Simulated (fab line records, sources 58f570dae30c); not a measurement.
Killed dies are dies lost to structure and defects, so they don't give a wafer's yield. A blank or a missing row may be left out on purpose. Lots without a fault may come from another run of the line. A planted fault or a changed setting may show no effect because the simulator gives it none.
A struck lot beside a sound one | flow berkeley_cmos170 | 17 steps out of a route of 331
Sound: wafers L310.1, L310.3, L310.5. Struck: wafers L313.1, L313.4, L313.5. The cause comes at the end.
At each step with rows: each side's tool, then ch and its chambers, then its first start. Under that, the readings that differ: sound wafers | struck wafers | difference of the means | sigmas: that difference in standard deviations of wafers without a fault.
alike: readings whose means differ by less than 2 such deviations, and words and numbers that are the same on both sides. not compared: withheld readings, readings that some wafer has no value for, bounds like >300 that may hide the same value, and numbers for which the record gives no deviation and whose values overlap.
The two part at a step that has a row with sigmas, a row that says differs or no value, or rows on one side only. Numbers that don't overlap but have no deviation are shown without sigmas and don't part them. A reading that every wafer of one side lacks parts them only if that side has two wafers or more.

UCB170_GATE_THK_MEAS_02:
  sound on film_metro-04, day 8 15:04; struck on film_metro-03, day 9 01:10
  alike: GATE_OXIDE_THK
then, 2 steps without rows for these wafers: UCB170_GATE_ANNEAL_03 (time 1800 s); UCB170_GATE_CVD_04 (deposits poly-Si from SiH4, time 1440 s, target thk 214 nm).
UCB170_GATE_THK_MEAS_05:
  sound on film_metro-04, day 8 19:38; struck on film_metro-04, day 9 07:13
  alike: GATE_POLY_THK
then, 6 steps without rows for these wafers: UCB170_GATE_COAT_06; UCB170_GATE_COAT_07 (resist thk 900 nm); UCB170_GATE_SOFTBAKE_08 (time 60 s); UCB170_GATE_EXPOSE_09 (exposes mask POLY, target cd 350 nm); UCB170_GATE_PEB_10; UCB170_GATE_DEVELOP_11 (develop time 45 s).
UCB170_GATE_CD_MEAS_12: target cd 350 nm.
  sound on cd_sem-01, day 8 21:28; struck on cd_sem-01, day 9 08:47
  alike: cd_nm
UCB170_GATE_OVL_MEAS_13:
  sound on overlay-02, day 8 21:35; struck on overlay-02, day 9 08:55
  alike: GATE_OVL
UCB170_GATE_ETCH_14: etches BARC in N2/H2.
  sound on rie_diel-03 ch 0,1,2, day 8 21:37; struck on rie_diel-01 ch 1,3, day 9 08:57
  no value came back on the struck wafers for any of 5 readings (bias_w (W), chamber_pressure_mTorr (mTorr) and others); on the sound wafers bias_w (W) reads 100.1 99.8 100.0
UCB170_GATE_ETCH_15: etches poly-Si in HBr/Cl2, stops on SiO2, time 56.3 s, target depth 278.2 nm.
  sound on rie_si-02 ch 1,3, day 8 21:40; struck on rie_si-01 ch 1,2,3, day 9 08:59
  reading               | sound             | struck            | difference | sigmas
  oes_product_au (a.u.) | 0.843 0.817 0.823 | 0.271 0.271 0.272 | -0.556     | -46
  alike: HBr_flow_sccm, bias_w, chamber_pressure_mTorr, drypump_motor_current_A, throttle_valve_pct
  not compared: rf_hours_counter_h
UCB170_GATE_STRIP_16: strips in O2.
  sound on plasma_asher-03 ch 0,1, day 8 21:43; struck on plasma_asher-02 ch 1, day 9 09:02
  alike: chamber_pressure_mTorr, drypump_motor_current_A, oes_product_au
  not compared: rf_hours_counter_h
UCB170_GATE_CD_MEAS_90: target cd 350 nm.
  sound on cd_sem-01, day 8 21:49; struck on cd_sem-01, day 9 09:23
  reading    | sound             | struck | difference                    | sigmas
  cd_nm (nm) | 347.3 349.5 349.1 | - - -  | no value on the struck wafers |
then, 1 step without rows for these wafers: UCB170_GATE_CLEAN_17 (cleans in SPM, time 600 s).

WHERE THEY PART
First at UCB170_GATE_ETCH_14; last, within this record, at UCB170_GATE_CD_MEAS_90.

WHY: what the simulator had put in
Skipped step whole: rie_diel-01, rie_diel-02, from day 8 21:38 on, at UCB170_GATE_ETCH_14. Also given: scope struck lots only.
